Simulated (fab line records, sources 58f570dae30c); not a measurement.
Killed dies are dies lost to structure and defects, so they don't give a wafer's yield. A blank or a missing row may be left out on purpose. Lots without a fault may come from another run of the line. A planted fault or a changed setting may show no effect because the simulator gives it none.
Which tool did it? | flow berkeley_cmos170 | 15 lots, 45 wafers sampled, at 2 steps of a route of 331

WHAT THE GAUGES READ, wafer by wafer
UCB170_ACTIVE_THK_MEAS_06. Usual: ACTIVE_NITRIDE_THK 220.7 nm, standard deviation 2.
lot  | measured    | on            | ACTIVE_NITRIDE_THK (nm) | flag
L429 | day 4 12:37 | film_metro-01 | 220.1 219.6 219.0       |
L431 | day 5 06:19 | film_metro-01 | 221.8 222.5 222.8       |
L432 | day 5 12:04 | film_metro-01 | 220.8 221.8 220.5       |
L433 | day 5 12:02 | film_metro-03 | 219.5 219.0 218.8       |
L434 | day 6 03:59 | film_metro-01 | 220.3 220.3 219.7       |
L435 | day 6 06:04 | film_metro-03 | 440.0 437.9 437.6       | OFF
L436 | day 6 04:01 | film_metro-04 | 221.1 219.6 219.6       |
L438 | day 6 13:56 | film_metro-03 | 218.9 216.7 220.7       |
L439 | day 6 13:58 | film_metro-04 | 220.7 219.4 218.7       |
L440 | day 6 17:40 | film_metro-01 | 438.3 436.8 440.4       | OFF
L442 | day 7 14:57 | film_metro-04 | 442.7 443.7 442.3       | OFF
L447 | day 8 17:55 | film_metro-03 | 226.9 225.4 227.6       |
L448 | day 8 17:54 | film_metro-04 | 220.5 224.4 222.5       |
L450 | day 9 01:19 | film_metro-03 | 221.5 222.0 223.5       |
L451 | day 9 01:25 | film_metro-04 | 221.6 220.5 219.5       |

WHICH TOOL RAN EACH LOT (tool, then ch and the chambers of the sampled wafers, then the start)
lot  | UCB170_ACTIVE_CVD_05
L429 | lpcvd-02 ch 0, day 4 10:42
L431 | lpcvd-01 ch 0, day 5 04:22
L432 | lpcvd-01 ch 0, day 5 10:07
L433 | lpcvd-01 ch 1, day 5 10:07
L434 | lpcvd-02 ch 1, day 6 02:04
L435 | lpcvd-02 ch 0, day 6 02:04
L436 | lpcvd-02 ch 1, day 6 02:04
L438 | lpcvd-01 ch 0, day 6 12:01
L439 | lpcvd-01 ch 1, day 6 12:01
L440 | lpcvd-01 ch 0, day 6 12:01
L442 | lpcvd-01 ch 1, day 7 09:42
L447 | lpcvd-02 ch 0, day 8 15:59
L448 | lpcvd-02 ch 1, day 8 15:59
L450 | lpcvd-02 ch 1, day 8 23:25
L451 | lpcvd-02 ch 1, day 8 23:25
- UCB170_ACTIVE_CVD_05: deposits Si3N4 from SiH2Cl2/NH3, target thk 220 nm, time 3300 s.

WHAT THE TOOLS THEMSELVES READ (means of the sampled wafers that have a number; where no wafer has one, the mark that the record gives instead)
The record holds no such reading with a usual standard deviation.

THE ANSWER, worked out from the rows above alone
Rule: a lot is off if the mean of its wafers that have a number lies more than 3 standard deviations from the usual mean. A lot without any number at a reading at which 4 lots or more have one is off too. The other lots that the step has rows for count as sound. The gauges are gone through in route order, then the tools' own readings, and for those a lot's mean is taken as printed above. The first step at which some lot is off is used, and at that step the reading that is off furthest; a lot without a number counts as furthest.
Off: L435, L440, L442, at UCB170_ACTIVE_THK_MEAS_06 (ACTIVE_NITRIDE_THK).
A tool fits if, at a process step before that reading, it ran every lot that is off, and no sound lot after the first of them. The gauges at UCB170_ACTIVE_THK_MEAS_06 are tried like those tools. None of those tried fits.

WHAT THE SIMULATOR HAD PUT IN
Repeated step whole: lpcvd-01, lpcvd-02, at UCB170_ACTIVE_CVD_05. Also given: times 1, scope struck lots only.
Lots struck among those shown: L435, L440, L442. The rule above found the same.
